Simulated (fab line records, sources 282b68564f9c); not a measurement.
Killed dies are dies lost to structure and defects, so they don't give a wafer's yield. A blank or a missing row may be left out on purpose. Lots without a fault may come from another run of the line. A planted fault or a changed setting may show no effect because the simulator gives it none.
Which tool did it? | flow rit_cmos | 7 lots, 21 wafers sampled, at 2 steps of a route of 202

WHAT THE GAUGES READ, wafer by wafer
RIT_NSD_OVL_MEAS_06.
lot  | measured    | on         | NSD_OVL (nm)
L146 | day 3 03:59 | overlay-01 | 0.3 -1.2 0.3
L148 | day 3 23:13 | overlay-01 | -0.9 0.9 0.7
L151 | day 4 11:08 | overlay-02 | - - -
L159 | day 6 07:40 | overlay-01 | - - -
L161 | day 6 18:11 | overlay-02 | -0.6 -0.5 0.0
L165 | day 7 08:50 | overlay-02 | 2.7 1.8 2.8
L168 | day 7 19:34 | overlay-02 | 1.6 1.4 2.7

WHICH TOOL RAN EACH LOT (tool, then ch and the chambers of the sampled wafers, then the start)
lot  | RIT_NSD_EXPOSE_03
L146 | iline_stepper-02 ch 0, day 3 03:35
L148 | iline_stepper-01 ch 0, day 3 22:47
L151 | iline_stepper-02 ch 0, day 4 10:44
L159 | iline_stepper-02 ch 0, day 6 07:17
L161 | iline_stepper-01 ch 0, day 6 17:39
L165 | iline_stepper-01 ch 0, day 7 08:29
L168 | iline_stepper-01 ch 0, day 7 19:10
- RIT_NSD_EXPOSE_03: exposes mask M9, target cd 40700 nm.

THE ANSWER, worked out from the rows above alone
Rule: what is usual is taken from the lots themselves. Put in order of their means at a reading, lots are off if they are a third of the lots or fewer, leave a main group of 4 or more, and stand apart from it by a gap of 3 or more times the standard deviation of the main group's means; of several such gaps the widest counts. A main group whose means are all the same, to the digits that the tables above print for the reading, isn't used. A lot without any number at a reading at which 4 lots or more have one is off too. The other lots that the step has rows for count as sound.
Off: L151, L159, at RIT_NSD_OVL_MEAS_06 (NSD_OVL). Without a number there: L151, L159. The main group: mean 0.8 nm, standard deviation 1.1.
A tool fits if, at a process step before that reading, it ran every lot that is off, and no sound lot after the first of them. The gauges at RIT_NSD_OVL_MEAS_06 are tried like those tools. One fits: iline_stepper-02 at RIT_NSD_EXPOSE_03. Its last sound lot is L146 (day 3 03:35), its first lot that is off L151 (day 4 10:44): a fault that began between those two fits.

WHAT THE SIMULATOR HAD PUT IN
Scanner matching overlay: iline_stepper-02, from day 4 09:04 on, at RIT_NSD_EXPOSE_03. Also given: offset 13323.
Lots struck among those shown: L151, L159. The rule above found the same.
